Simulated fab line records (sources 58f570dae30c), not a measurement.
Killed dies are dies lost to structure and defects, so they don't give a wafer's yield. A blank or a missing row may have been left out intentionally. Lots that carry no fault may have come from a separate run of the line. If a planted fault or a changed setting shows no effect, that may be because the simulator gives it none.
Matching of chambers -- flow berkeleyCmos170 -- 4 sister chambers for UCB170_PWELL_ETCH_14 on rieDiel-02
The step etches Si3N4 in CH3F/Ar/O2, stops on SiO2, target depth 242 nm, time 151 s. 4 wafers are shown with their chamber, then 7 later ones without.

## WAFERS WITH THEIR CHAMBER
wafer,chamber,throttleValvePct (%)
L732.2,1,8.15
L738.5,0,8.05
L740.1,3,8.17
L740.2,2,7.93

## WAFERS WITHOUT THEIR CHAMBER
wafer,throttleValvePct (%)
L740.5,8.17
L750.2,8.04
L750.3,8.15
L750.4,7.93
L753.1,8.04
L753.2,7.92
L753.3,8.17

## WHICH CHAMBER EACH ONE RAN IN
wafer,from the rows above,in truth
L740.5,3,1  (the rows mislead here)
L750.2,0,0
L750.3,1,1
L750.4,2,2
L753.1,0,0
L753.2,2,2
L753.3,3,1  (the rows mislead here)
Correctly placed: 5 of 7. Can't be placed from these rows: 0. Placed wrongly: 2.
How it was worked out, from the rows above alone: a wafer's distance from a chamber is the root of the sum, over the readings, of the square of ((its reading less the chamber's mean) divided by the reading's scatter). The wafer belongs to the nearest chamber; if the next one is less than 2 further off, it can't be placed. A chamber's mean is the mean of its shown wafers. The scatter: with one shown wafer a chamber, the root of the mean of the squares of how far each hidden wafer lies from its nearest shown one.
